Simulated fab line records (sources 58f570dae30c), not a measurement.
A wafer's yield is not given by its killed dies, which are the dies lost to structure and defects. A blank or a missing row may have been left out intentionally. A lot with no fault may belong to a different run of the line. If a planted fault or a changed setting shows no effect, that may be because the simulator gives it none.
Commonality check across tools || flow berkeleyCmos170 || Lots sampled 14, wafers sampled 42

== WHY IT WAS OPENED ==
UCB170_M1_RS_MEAS_01, reading M1_AL_RS: flagged on 2 of 14 lots. No-fault wafers: 0.0483 ohm/sq, standard deviation 0.00044.
Rule: a lot is flagged when every wafer of it that has a number lies more than 4 standard deviations from that mean, or none has a number. As for the other lots, they are considered sound.

{"lot": "L648", "measured": "day 6 19:34", "on": "filmMetro-03", "M1_AL_RS (ohm/sq), wafer by wafer": "0.0483 0.0479 0.0482", "flag": ""}
{"lot": "L647", "measured": "day 6 20:00", "on": "filmMetro-03", "M1_AL_RS (ohm/sq), wafer by wafer": "0.0488 0.0486 0.0485", "flag": ""}
{"lot": "L650", "measured": "day 7 15:53", "on": "filmMetro-04", "M1_AL_RS (ohm/sq), wafer by wafer": "0.0482 0.0482 0.0477", "flag": ""}
{"lot": "L651", "measured": "day 7 17:26", "on": "filmMetro-04", "M1_AL_RS (ohm/sq), wafer by wafer": "0.0483 0.0491 0.0483", "flag": ""}
{"lot": "L653", "measured": "day 8 03:34", "on": "filmMetro-04", "M1_AL_RS (ohm/sq), wafer by wafer": "0.0238 0.0237 0.0239", "flag": "FLAGGED"}
{"lot": "L656", "measured": "day 8 20:11", "on": "filmMetro-04", "M1_AL_RS (ohm/sq), wafer by wafer": "0.0484 0.0491 0.0486", "flag": ""}
{"lot": "L654", "measured": "day 8 20:12", "on": "filmMetro-03", "M1_AL_RS (ohm/sq), wafer by wafer": "0.0488 0.0497 0.0496", "flag": ""}
{"lot": "L662", "measured": "day 10 05:32", "on": "filmMetro-03", "M1_AL_RS (ohm/sq), wafer by wafer": "0.0484 0.0480 0.0487", "flag": ""}
{"lot": "L663", "measured": "day 10 06:41", "on": "filmMetro-04", "M1_AL_RS (ohm/sq), wafer by wafer": "0.0238 0.0238 0.0238", "flag": "FLAGGED"}
{"lot": "L664", "measured": "day 10 09:27", "on": "filmMetro-02", "M1_AL_RS (ohm/sq), wafer by wafer": "0.0478 0.0480 0.0476", "flag": ""}
{"lot": "L666", "measured": "day 11 01:01", "on": "filmMetro-02", "M1_AL_RS (ohm/sq), wafer by wafer": "0.0477 0.0484 0.0481", "flag": ""}
{"lot": "L667", "measured": "day 11 01:01", "on": "filmMetro-03", "M1_AL_RS (ohm/sq), wafer by wafer": "0.0485 0.0478 0.0483", "flag": ""}
{"lot": "L668", "measured": "day 11 11:34", "on": "filmMetro-04", "M1_AL_RS (ohm/sq), wafer by wafer": "0.0477 0.0478 0.0480", "flag": ""}
{"lot": "L670", "measured": "day 11 16:12", "on": "filmMetro-04", "M1_AL_RS (ohm/sq), wafer by wafer": "0.0494 0.0486 0.0483", "flag": ""}
Average over the flagged lots: 0.0238 ohm/sq; offset from the usual -0.0245 ohm/sq, equal to -56 standard deviations.

== TOOL THAT RAN EACH LOT ==
The record holds 1 process step before the reading, out of a route of 331 steps. Cell contents, in order: the tool; ch with the chambers the sampled wafers went through; the start.
{"lot": "L648", "flag": "", "UCB170_M1_SPUTTER_00": "pvdSputter-03, day 6 19:31"}
{"lot": "L647", "flag": "", "UCB170_M1_SPUTTER_00": "pvdSputter-01, day 6 19:54"}
{"lot": "L650", "flag": "", "UCB170_M1_SPUTTER_00": "pvdSputter-02, day 7 15:49"}
{"lot": "L651", "flag": "", "UCB170_M1_SPUTTER_00": "pvdSputter-01, day 7 17:20"}
{"lot": "L653", "flag": "FLAGGED", "UCB170_M1_SPUTTER_00": "pvdSputter-01, day 8 03:14"}
{"lot": "L656", "flag": "", "UCB170_M1_SPUTTER_00": "pvdSputter-02, day 8 20:06"}
{"lot": "L654", "flag": "", "UCB170_M1_SPUTTER_00": "pvdSputter-01, day 8 20:06"}
{"lot": "L662", "flag": "", "UCB170_M1_SPUTTER_00": "pvdSputter-02, day 10 05:26"}
{"lot": "L663", "flag": "FLAGGED", "UCB170_M1_SPUTTER_00": "pvdSputter-01, day 10 06:23"}
{"lot": "L664", "flag": "", "UCB170_M1_SPUTTER_00": "pvdSputter-03, day 10 09:22"}
{"lot": "L666", "flag": "", "UCB170_M1_SPUTTER_00": "pvdSputter-01, day 11 00:57"}
{"lot": "L667", "flag": "", "UCB170_M1_SPUTTER_00": "pvdSputter-03, day 11 00:57"}
{"lot": "L668", "flag": "", "UCB170_M1_SPUTTER_00": "pvdSputter-01, day 11 11:30"}
{"lot": "L670", "flag": "", "UCB170_M1_SPUTTER_00": "pvdSputter-02, day 11 16:07"}
What these steps do:
- UCB170_M1_SPUTTER_00: material Al, target thk 600 nm, time 80 s.
- UCB170_M1_RS_MEAS_01: measures by four-point-probe.

== FLAGGED OVER TOTAL, TOOL BY TOOL (the gauges that took the reading come last) ==
{"step": "UCB170_M1_SPUTTER_00", "tool": "pvdSputter-01", "lots run": 7, "flagged": 2, "share of the flagged lots": "all", "sound lots run after its first flagged lot": "3 (L654,L666,L668)"}
{"step": "UCB170_M1_SPUTTER_00", "tool": "pvdSputter-02", "lots run": 4, "flagged": 0, "share of the flagged lots": "none", "sound lots run after its first flagged lot": "-"}
{"step": "UCB170_M1_SPUTTER_00", "tool": "pvdSputter-03", "lots run": 3, "flagged": 0, "share of the flagged lots": "none", "sound lots run after its first flagged lot": "-"}
{"step": "UCB170_M1_RS_MEAS_01", "tool": "filmMetro-02", "lots run": 2, "flagged": 0, "share of the flagged lots": "none", "sound lots run after its first flagged lot": "-"}
{"step": "UCB170_M1_RS_MEAS_01", "tool": "filmMetro-03", "lots run": 5, "flagged": 0, "share of the flagged lots": "none", "sound lots run after its first flagged lot": "-"}
{"step": "UCB170_M1_RS_MEAS_01", "tool": "filmMetro-04", "lots run": 7, "flagged": 2, "share of the flagged lots": "all", "sound lots run after its first flagged lot": "3 (L656,L668,L670)"}

== WHAT IS ALLOWED BY THE TABLE ==
Rows of the table that ran all the flagged lots, 2 in number: pvdSputter-01 at UCB170_M1_SPUTTER_00; filmMetro-04 at UCB170_M1_RS_MEAS_01.
- pvdSputter-01 at UCB170_M1_SPUTTER_00: 2 of its 7 lots flagged. Lots that were sound ran on it after the first flagged one (L654, L666, L668); a persistent fault on the entire tool would not allow that.
- filmMetro-04 at UCB170_M1_RS_MEAS_01: 2 of its 7 lots flagged. Lots that were sound ran on it after the first flagged one (L656, L668, L670); a persistent fault on the entire tool would not allow that.
There is no row in the table that ran each flagged lot and no sound lot after the first.

== WHAT THE SIMULATOR HAD INSERTED ==
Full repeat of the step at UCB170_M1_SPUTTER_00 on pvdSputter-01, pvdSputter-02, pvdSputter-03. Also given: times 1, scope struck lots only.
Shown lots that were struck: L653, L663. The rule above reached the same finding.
